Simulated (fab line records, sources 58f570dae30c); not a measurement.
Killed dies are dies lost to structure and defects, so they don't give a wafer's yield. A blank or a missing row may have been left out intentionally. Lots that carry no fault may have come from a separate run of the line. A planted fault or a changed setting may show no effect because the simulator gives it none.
Which tool was responsible? -- flow berkeleyCmos170 -- 15 lots, 45 wafers sampled, at 3 steps of a route of 331

WHAT THE GAUGES SHOWED, per wafer
UCB170_PWELL_OVL_MEAS_13. Usual: PWELL_OVL 3 nm, standard deviation 5.
lot,measured,on,PWELL_OVL (nm),flag
L965,day 3 08:56,overlay-02,1 9 0,
L964,day 3 09:50,overlay-01,10 13 13,
L967,day 3 20:04,overlay-01,0 0 -1,
L975,day 5 18:29,overlay-01,5 8 9,
L979,day 6 21:37,overlay-01,-4 -4 -5,
L980,day 7 03:38,overlay-01,6 3 6,
L982,day 7 11:49,overlay-01,6 10 1,
L983,day 7 11:34,overlay-02,-5 5 -4,
L984,day 7 22:10,overlay-02,1 0 2,
L985,day 7 22:24,overlay-01,4 7 10,
L986,day 8 07:57,overlay-02,14 4 5,
L987,day 8 08:04,overlay-02,1 7 1,

UCB170_WELLDRIVE_THK_MEAS_02. Usual: WELLDRIVE_OXIDE_THK 198.0 nm, standard deviation 2.5.
lot,measured,on,WELLDRIVE_OXIDE_THK (nm),flag
L965,day 3 21:07,filmMetro-03,199.4 199.2 199.8,
L964,day 4 03:38,filmMetro-04,194.0 191.9 191.7,
L967,day 4 11:37,filmMetro-01,197.6 200.9 199.5,
L975,day 6 07:13,filmMetro-03,197.8 203.1 199.6,
L979,day 7 10:07,filmMetro-01,196.6 199.7 195.0,
L980,day 7 20:42,filmMetro-03,196.2 195.4 195.9,
L982,day 8 05:05,filmMetro-01,197.8 204.7 200.1,
L983,day 8 05:05,filmMetro-04,195.3 195.3 194.1,
L984,day 8 15:52,filmMetro-01,197.3 196.1 200.1,
L985,day 8 15:52,filmMetro-03,193.5 195.7 195.9,
L986,day 8 21:07,filmMetro-03,200.5 199.7 198.2,
L987,day 8 21:07,filmMetro-04,199.4 197.8 197.6,

TOOL THAT RAN EACH LOT (tool first, then ch and the chambers of the sampled wafers, then the start)
lot,UCB170_NWELL_WET_ETCH_18
L965,"wetBench-01 ch 1, day 2 13:31"
L964,"wetBench-04 ch 3, day 2 13:56"
L967,"wetBench-04 ch 1, day 3 02:56"
L975,"wetBench-04 ch 3, day 4 22:04"
L977,"wetBench-03 ch 1, day 5 05:40"
L976,"wetBench-04 ch 2, day 5 05:55"
L978,"wetBench-01 ch 3, day 5 12:41"
L979,"wetBench-03 ch 1, day 5 19:33"
L980,"wetBench-03 ch 0, day 6 02:35"
L982,"wetBench-03 ch 3, day 6 17:08"
L983,"wetBench-01 ch 0, day 6 17:22"
L984,"wetBench-01 ch 1, day 7 02:29"
L985,"wetBench-04 ch 1, day 7 02:31"
L986,"wetBench-04 ch 3, day 7 08:35"
L987,"wetBench-01 ch 2, day 7 08:37"
- UCB170_NWELL_WET_ETCH_18: etches Si3N4 in H3PO4, time 14400 s.

AS READ BY THE TOOLS THEMSELVES (means over the sampled wafers that have a number; for cases with no such wafer, the mark the record gives instead)
UCB170_NWELL_WET_ETCH_18. Usual: bathGuardTempC 159.7 C, standard deviation 0.59; bathHeatDutyPct 27 %, standard deviation 3.1.
lot,tool,bathGuardTempC (C),bathHeatDutyPct (%),flag
L965,wetBench-01,158.8,30,
L964,wetBench-04,159.0,27,
L967,wetBench-04,159.9,24,
L975,wetBench-04,159.2,29,
L977,wetBench-03,-,-,OFF
L976,wetBench-04,-,-,OFF
L978,wetBench-01,-,-,OFF
L979,wetBench-03,159.8,28,
L980,wetBench-03,159.2,33,
L982,wetBench-03,160.3,26,
L983,wetBench-01,160.3,21,
L984,wetBench-01,158.8,30,
L985,wetBench-04,159.9,25,
L986,wetBench-04,158.9,27,
L987,wetBench-01,160.3,33,

THE ANSWER, worked out from the rows above alone
Rule: lot off if the mean of its wafers having a number is beyond 3 standard deviations from the usual mean. Also off: a lot with no number at a reading for which 4 or more lots have one. Any other lot the step has rows for is counted as sound. Order of review: gauges by route order, followed by the tools' own readings, for which a lot's mean as printed above is used. At the first step where some lot is off, the reading lying furthest off is the one used; lots without a number count as furthest.
Off: L977, L976, L978 (UCB170_NWELL_WET_ETCH_18, bathGuardTempC). Without a number there: L977, L976, L978.
If a tool, at that step or one of the process steps before it, ran each lot that is off and ran no sound lot following the first of them, it fits. None of those tried fits.

WHAT THE SIMULATOR PUT IN
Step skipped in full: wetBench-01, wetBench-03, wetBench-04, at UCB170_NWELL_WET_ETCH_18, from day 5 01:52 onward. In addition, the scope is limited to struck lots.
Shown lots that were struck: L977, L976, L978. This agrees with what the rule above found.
